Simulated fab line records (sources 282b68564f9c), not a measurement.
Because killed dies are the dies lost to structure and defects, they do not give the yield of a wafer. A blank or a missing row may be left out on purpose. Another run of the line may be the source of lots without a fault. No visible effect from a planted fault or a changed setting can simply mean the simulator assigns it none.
A sampling plan put to the test :: flow rit-cmos :: one fab line, 29 faults that these records tell of, each judged on the records of the lots that it struck; 1 more is left out, because the records don't allow judging it
What counts as the plan is the set of the line's own looks, namely the steps on the route at which a gauge or an inspection reads a wafer and does not change it. A look is open to judgement when struck wafers have a number at it and the file gives its usual mean and standard deviation on fault-free wafers. Caught: at a look after the fault's first step, the mean of the struck wafers lies 4 or more of those standard deviations (sigma) from the usual mean. On the tool: the identical test, applied to the tool's own readings at the steps of the fault. Also counted as caught: the struck wafers showing another recipe, or a record that is empty for them alone.

## THE FAULTS, as the simulator had put them in
1. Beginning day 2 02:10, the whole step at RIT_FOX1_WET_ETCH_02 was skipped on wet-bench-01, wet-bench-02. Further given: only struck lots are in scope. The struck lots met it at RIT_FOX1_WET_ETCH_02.
2. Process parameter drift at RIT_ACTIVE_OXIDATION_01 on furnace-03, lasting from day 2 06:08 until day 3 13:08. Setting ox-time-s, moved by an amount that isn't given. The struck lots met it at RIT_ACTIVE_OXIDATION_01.
3. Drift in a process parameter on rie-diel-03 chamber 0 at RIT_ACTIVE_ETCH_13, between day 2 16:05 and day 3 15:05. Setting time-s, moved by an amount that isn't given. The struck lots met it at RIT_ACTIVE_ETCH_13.
4. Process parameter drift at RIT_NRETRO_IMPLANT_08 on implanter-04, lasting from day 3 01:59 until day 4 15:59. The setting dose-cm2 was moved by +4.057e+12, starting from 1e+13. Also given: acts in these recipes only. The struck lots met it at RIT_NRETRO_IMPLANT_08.
5. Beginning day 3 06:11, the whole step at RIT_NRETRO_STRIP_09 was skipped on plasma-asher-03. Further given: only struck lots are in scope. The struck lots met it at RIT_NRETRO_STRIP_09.
6. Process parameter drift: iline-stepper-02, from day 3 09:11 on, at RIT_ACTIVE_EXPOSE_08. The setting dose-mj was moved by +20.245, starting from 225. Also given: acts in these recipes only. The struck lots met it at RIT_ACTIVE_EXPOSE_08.
7. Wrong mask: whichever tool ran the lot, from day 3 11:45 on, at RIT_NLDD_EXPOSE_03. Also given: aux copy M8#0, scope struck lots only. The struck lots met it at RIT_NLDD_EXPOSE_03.
8. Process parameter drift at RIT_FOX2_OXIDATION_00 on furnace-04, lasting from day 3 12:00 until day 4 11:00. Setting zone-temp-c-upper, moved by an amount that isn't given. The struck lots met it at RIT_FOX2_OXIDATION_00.
9. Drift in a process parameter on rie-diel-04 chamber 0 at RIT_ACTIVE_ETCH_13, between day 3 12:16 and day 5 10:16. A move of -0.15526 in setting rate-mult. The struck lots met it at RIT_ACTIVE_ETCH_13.
10. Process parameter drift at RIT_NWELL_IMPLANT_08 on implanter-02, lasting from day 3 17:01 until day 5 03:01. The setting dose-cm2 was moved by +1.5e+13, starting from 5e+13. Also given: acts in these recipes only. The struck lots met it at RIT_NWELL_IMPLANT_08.
11. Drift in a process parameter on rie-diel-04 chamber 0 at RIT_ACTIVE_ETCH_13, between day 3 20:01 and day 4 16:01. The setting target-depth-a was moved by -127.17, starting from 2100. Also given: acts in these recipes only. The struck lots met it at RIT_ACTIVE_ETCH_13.
12. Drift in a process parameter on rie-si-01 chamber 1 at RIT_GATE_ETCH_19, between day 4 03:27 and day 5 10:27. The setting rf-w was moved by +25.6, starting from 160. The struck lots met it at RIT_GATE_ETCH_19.
13. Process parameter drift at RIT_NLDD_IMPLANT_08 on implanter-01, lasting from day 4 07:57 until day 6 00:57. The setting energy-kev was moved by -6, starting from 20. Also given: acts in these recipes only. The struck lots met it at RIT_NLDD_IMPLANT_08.
14. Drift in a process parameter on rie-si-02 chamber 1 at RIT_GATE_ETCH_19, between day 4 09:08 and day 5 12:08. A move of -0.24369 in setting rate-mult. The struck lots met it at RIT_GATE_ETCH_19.
15. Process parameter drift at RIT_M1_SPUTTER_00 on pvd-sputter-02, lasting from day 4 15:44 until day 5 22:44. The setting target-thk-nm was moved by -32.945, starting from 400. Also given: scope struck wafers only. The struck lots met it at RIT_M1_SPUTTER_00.
16. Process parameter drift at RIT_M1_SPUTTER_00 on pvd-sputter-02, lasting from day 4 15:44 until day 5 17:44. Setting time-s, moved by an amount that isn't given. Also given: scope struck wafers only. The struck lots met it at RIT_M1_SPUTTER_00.
17. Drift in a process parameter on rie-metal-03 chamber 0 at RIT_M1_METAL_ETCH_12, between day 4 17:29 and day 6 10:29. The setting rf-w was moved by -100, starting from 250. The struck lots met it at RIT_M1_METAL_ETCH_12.
18. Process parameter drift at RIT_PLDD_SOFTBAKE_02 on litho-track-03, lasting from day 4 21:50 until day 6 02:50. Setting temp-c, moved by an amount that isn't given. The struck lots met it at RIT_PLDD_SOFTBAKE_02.
19. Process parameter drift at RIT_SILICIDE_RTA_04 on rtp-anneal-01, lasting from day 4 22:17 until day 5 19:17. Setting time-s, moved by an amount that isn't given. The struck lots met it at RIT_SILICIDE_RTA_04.
20. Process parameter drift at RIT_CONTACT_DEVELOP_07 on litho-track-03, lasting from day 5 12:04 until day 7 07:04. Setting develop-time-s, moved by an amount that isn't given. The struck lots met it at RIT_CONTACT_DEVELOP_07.
21. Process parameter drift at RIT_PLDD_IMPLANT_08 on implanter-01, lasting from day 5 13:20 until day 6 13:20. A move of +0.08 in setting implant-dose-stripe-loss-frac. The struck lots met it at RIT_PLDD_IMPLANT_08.
22. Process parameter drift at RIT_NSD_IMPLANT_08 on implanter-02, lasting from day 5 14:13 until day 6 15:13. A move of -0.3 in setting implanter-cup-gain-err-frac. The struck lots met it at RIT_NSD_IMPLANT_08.
23. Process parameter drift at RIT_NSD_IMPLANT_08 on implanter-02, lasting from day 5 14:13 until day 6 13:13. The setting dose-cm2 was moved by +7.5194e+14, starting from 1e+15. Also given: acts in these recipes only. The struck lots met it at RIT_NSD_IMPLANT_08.
24. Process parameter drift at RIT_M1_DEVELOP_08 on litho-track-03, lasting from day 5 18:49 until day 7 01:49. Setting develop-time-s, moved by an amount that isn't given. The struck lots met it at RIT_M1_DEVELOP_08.
25. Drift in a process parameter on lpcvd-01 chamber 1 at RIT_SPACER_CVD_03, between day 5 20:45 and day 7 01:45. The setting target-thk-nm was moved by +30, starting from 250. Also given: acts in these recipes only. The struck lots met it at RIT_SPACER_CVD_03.
26. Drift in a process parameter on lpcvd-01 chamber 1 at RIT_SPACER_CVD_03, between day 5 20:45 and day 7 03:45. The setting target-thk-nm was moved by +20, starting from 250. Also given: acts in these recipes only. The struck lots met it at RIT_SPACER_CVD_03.
27. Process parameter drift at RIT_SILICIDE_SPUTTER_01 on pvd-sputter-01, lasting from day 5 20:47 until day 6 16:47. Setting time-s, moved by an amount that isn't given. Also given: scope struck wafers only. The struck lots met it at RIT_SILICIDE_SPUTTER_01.
28. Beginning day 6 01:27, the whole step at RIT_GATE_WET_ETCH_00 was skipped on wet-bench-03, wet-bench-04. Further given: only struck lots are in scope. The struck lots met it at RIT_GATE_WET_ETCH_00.
29. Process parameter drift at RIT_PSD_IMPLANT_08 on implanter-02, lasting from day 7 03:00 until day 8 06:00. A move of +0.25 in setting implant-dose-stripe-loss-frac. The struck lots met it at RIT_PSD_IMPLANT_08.

## WHAT THE PLAN SAW
fault: 1
on the tool itself: no reading that can be judged
first look that catches it: no look after it can be judged
reading, sigma: -
median hours from its first step to that look: -
hours from the fault's start to the first struck lot there: -
judged looks passed uncaught: 0

fault: 2
on the tool itself: under 2 sigma
first look that catches it: RIT_ACTIVE_THK_MEAS_02
reading, sigma: ACTIVE_OXIDE_THK -17
median hours from its first step to that look: 1.9
hours from the fault's start to the first struck lot there: 7
judged looks passed uncaught: 0

fault: 3
on the tool itself: run-length-s +50 sigma
first look that catches it: none of the 4 looks that can be judged after it
reading, sigma: -
median hours from its first step to that look: -
hours from the fault's start to the first struck lot there: -
judged looks passed uncaught: 4

fault: 4
on the tool itself: dose-ions-cm2 +99 or beyond sigma
first look that catches it: RIT_NRETRO_TW_MEAS_10
reading, sigma: NRETRO_TW +19
median hours from its first step to that look: 0.3
hours from the fault's start to the first struck lot there: 2
judged looks passed uncaught: 0

fault: 5
on the tool itself: the tool's record is blank for the struck wafers
first look that catches it: RIT_PRETRO_TW_MEAS_10
reading, sigma: PRETRO_TW -99 or beyond
median hours from its first step to that look: 1.8
hours from the fault's start to the first struck lot there: 4
judged looks passed uncaught: 0

fault: 6
on the tool itself: exposure-dose-mJ-cm2 +62 sigma
first look that catches it: RIT_ACTIVE_CD_MEAS_11
reading, sigma: cd-nm -9.0
median hours from its first step to that look: 0.4
hours from the fault's start to the first struck lot there: 3
judged looks passed uncaught: 0

fault: 7
on the tool itself: no reading that can be judged
first look that catches it: RIT_NLDD_TW_MEAS_10
reading, sigma: NLDD_TW -99 or beyond
median hours from its first step to that look: 0.9
hours from the fault's start to the first struck lot there: 3
judged looks passed uncaught: 0

fault: 8
on the tool itself: under 2 sigma
first look that catches it: none of the 8 looks that can be judged after it
reading, sigma: strongest: FOX2_OXIDE_THK at RIT_FOX2_THK_MEAS_01, +2.0
median hours from its first step to that look: -
hours from the fault's start to the first struck lot there: -
judged looks passed uncaught: 8

fault: 9
on the tool itself: only faintly: throttle-valve-pct +2.2 sigma
first look that catches it: no look after it can be judged
reading, sigma: -
median hours from its first step to that look: -
hours from the fault's start to the first struck lot there: -
judged looks passed uncaught: 0

fault: 10
on the tool itself: dose-ions-cm2 +99 or beyond sigma
first look that catches it: RIT_NWELL_TW_MEAS_10
reading, sigma: NWELL_TW +19
median hours from its first step to that look: 0.3
hours from the fault's start to the first struck lot there: 2
judged looks passed uncaught: 0

fault: 11
on the tool itself: only faintly: throttle-valve-pct +2.2 sigma
first look that catches it: no look after it can be judged
reading, sigma: -
median hours from its first step to that look: -
hours from the fault's start to the first struck lot there: -
judged looks passed uncaught: 0

fault: 12
on the tool itself: rf-fwd-power-W +54 sigma
first look that catches it: no look after it can be judged
reading, sigma: -
median hours from its first step to that look: -
hours from the fault's start to the first struck lot there: -
judged looks passed uncaught: 0

fault: 13
on the tool itself: beam-energy-keV -99 or beyond sigma
first look that catches it: RIT_NLDD_TW_MEAS_10
reading, sigma: NLDD_TW -18
median hours from its first step to that look: 0.3
hours from the fault's start to the first struck lot there: 7
judged looks passed uncaught: 0

fault: 14
on the tool itself: only faintly: oes-product-au -2.6 sigma
first look that catches it: not the one look that can be judged after it
reading, sigma: -
median hours from its first step to that look: -
hours from the fault's start to the first struck lot there: -
judged looks passed uncaught: 1

fault: 15
on the tool itself: under 2 sigma
first look that catches it: RIT_M1_RS_MEAS_01
reading, sigma: M1_AL_RS +9.1
median hours from its first step to that look: 0.3
hours from the fault's start to the first struck lot there: 17
judged looks passed uncaught: 0

fault: 16
on the tool itself: under 2 sigma
first look that catches it: RIT_M1_RS_MEAS_01
reading, sigma: M1_AL_RS +13
median hours from its first step to that look: 0.3
hours from the fault's start to the first struck lot there: 7
judged looks passed uncaught: 0

fault: 17
on the tool itself: rf-fwd-power-W -99 or beyond sigma
first look that catches it: RIT_M1_CD_MEAS_90
reading, sigma: cd-nm +6.2
median hours from its first step to that look: 0.5
hours from the fault's start to the first struck lot there: 7
judged looks passed uncaught: 0

fault: 18
on the tool itself: heater-power-total-W -23 sigma
first look that catches it: not the one look that can be judged after it
reading, sigma: -
median hours from its first step to that look: -
hours from the fault's start to the first struck lot there: -
judged looks passed uncaught: 1

fault: 19
on the tool itself: under 2 sigma
first look that catches it: no look after it can be judged
reading, sigma: -
median hours from its first step to that look: -
hours from the fault's start to the first struck lot there: -
judged looks passed uncaught: 0

fault: 20
on the tool itself: no reading that can be judged
first look that catches it: RIT_CONTACT_CD_MEAS_08
reading, sigma: cd-nm +4.6
median hours from its first step to that look: 0.7
hours from the fault's start to the first struck lot there: 6
judged looks passed uncaught: 0

fault: 21
on the tool itself: no reading that can be judged
first look that catches it: RIT_SDANNEAL_RS_MEAS_06
reading, sigma: PLDD_RS +9.8
median hours from its first step to that look: 6.8
hours from the fault's start to the first struck lot there: 10
judged looks passed uncaught: 1

fault: 22
on the tool itself: beam-on-s +24 sigma
first look that catches it: RIT_NSD_TW_MEAS_10
reading, sigma: NSD_TW +11
median hours from its first step to that look: 0.3
hours from the fault's start to the first struck lot there: 1
judged looks passed uncaught: 0

fault: 23
on the tool itself: dose-ions-cm2 +99 or beyond sigma
first look that catches it: RIT_NSD_TW_MEAS_10
reading, sigma: NSD_TW +17
median hours from its first step to that look: 0.3
hours from the fault's start to the first struck lot there: 1
judged looks passed uncaught: 0

fault: 24
on the tool itself: under 2 sigma
first look that catches it: no look after it can be judged
reading, sigma: -
median hours from its first step to that look: -
hours from the fault's start to the first struck lot there: -
judged looks passed uncaught: 0

fault: 25
on the tool itself: under 2 sigma
first look that catches it: RIT_SPACER_THK_MEAS_04
reading, sigma: SPACER_NITRIDE_THK +11
median hours from its first step to that look: 1.9
hours from the fault's start to the first struck lot there: 17
judged looks passed uncaught: 0

fault: 26
on the tool itself: under 2 sigma
first look that catches it: RIT_SPACER_THK_MEAS_04
reading, sigma: SPACER_NITRIDE_THK +7.7
median hours from its first step to that look: 1.9
hours from the fault's start to the first struck lot there: 17
judged looks passed uncaught: 0

fault: 27
on the tool itself: under 2 sigma
first look that catches it: RIT_SILICIDE_RS_MEAS_02
reading, sigma: SILICIDE_TI_RS -8.9
median hours from its first step to that look: 0.1
hours from the fault's start to the first struck lot there: 3
judged looks passed uncaught: 0

fault: 28
on the tool itself: the tool's record is blank for the struck wafers
first look that catches it: RIT_FOX2_THK_MEAS_91
reading, sigma: FIELD_OXIDE_LEFT_2_THK +9.0
median hours from its first step to that look: 0.4
hours from the fault's start to the first struck lot there: 3
judged looks passed uncaught: 0

fault: 29
on the tool itself: under 2 sigma
first look that catches it: none of the 10 looks that can be judged after it
reading, sigma: -
median hours from its first step to that look: -
hours from the fault's start to the first struck lot there: -
judged looks passed uncaught: 10
A dash: the fault is not caught, or the number is missing from these records.

Caught at a look: 18 of 29. Caught on the tool: 12 of 29. By one or the other: 21 of 29.
Faults 3, 12, 18 were caught on the tool alone.
Caught at a look alone: faults 2, 7, 15, 16, 20, 21, 25, 26, 27.
Caught by neither: faults 1, 8, 9, 11, 14, 19, 24, 29.

## THINNER SAMPLING
Were the look that catches a fault to measure just every second or every third lot (counted by lot number), the first struck lot would, at worst, be measured this late:
fault: 2
struck lots at that look, in order of time: L836, L837, L839
every lot: 7 h
every second lot: 12 h
every third lot: may miss all 3

fault: 4
struck lots at that look, in order of time: L793, L796
every lot: 2 h
every second lot: 21 h
every third lot: may miss all 2

fault: 5
struck lots at that look, in order of time: L578, L579
every lot: 4 h
every second lot: 8 h
every third lot: may miss all 2

fault: 6
struck lots at that look, in order of time: L337, L338, L342, L343
every lot: 3 h
every second lot: 8 h
every third lot: 28 h

fault: 7
struck lots at that look, in order of time: L210
every lot: 3 h
every second lot: may miss it
every third lot: may miss it

fault: 10
struck lots at that look, in order of time: L469, L473, L475
every lot: 2 h
every second lot: may miss all 3
every third lot: may miss all 3

fault: 13
struck lots at that look, in order of time: L326, L328
every lot: 7 h
every second lot: may miss all 2
every third lot: may miss all 2

fault: 15
struck lots at that look, in order of time: L920, L922
every lot: 17 h
every second lot: may miss all 2
every third lot: may miss all 2

fault: 16
struck lots at that look, in order of time: L977, L979
every lot: 7 h
every second lot: may miss all 2
every third lot: may miss all 2

fault: 17
struck lots at that look, in order of time: L302, L306
every lot: 7 h
every second lot: may miss all 2
every third lot: may miss all 2

fault: 20
struck lots at that look, in order of time: L333, L340
every lot: 6 h
every second lot: 39 h
every third lot: may miss all 2

fault: 21
struck lots at that look, in order of time: L304, L307
every lot: 10 h
every second lot: 22 h
every third lot: may miss all 2

fault: 22
struck lots at that look, in order of time: L177, L181
every lot: 1 h
every second lot: may miss all 2
every third lot: may miss all 2

fault: 23
struck lots at that look, in order of time: L405, L409
every lot: 1 h
every second lot: may miss all 2
every third lot: may miss all 2

fault: 25
struck lots at that look, in order of time: L606, L607
every lot: 17 h
every second lot: 24 h
every third lot: may miss all 2

fault: 26
struck lots at that look, in order of time: L622, L623
every lot: 17 h
every second lot: 24 h
every third lot: may miss all 2

fault: 27
struck lots at that look, in order of time: L161, L163
every lot: 3 h
every second lot: may miss all 2
every third lot: may miss all 2

fault: 28
struck lots at that look, in order of time: L937, L938, L939
every lot: 3 h
every second lot: 10 h
every third lot: 11 h
Hours are from the fault's start to the first struck lot that is measured. The limit of 4 sigma was tested on all struck wafers together, so one lot alone may lie under it. Other struck lots may not be in these records.

## THE LONGEST TIMED WAY FROM STEP TO LOOK
Fault 21: the median time between RIT_PLDD_IMPLANT_08 and RIT_SDANNEAL_RS_MEAS_06 is 6.8 hours. The look between them that can be judged stayed within 4 sigma: RIT_PLDD_TW_MEAS_10.
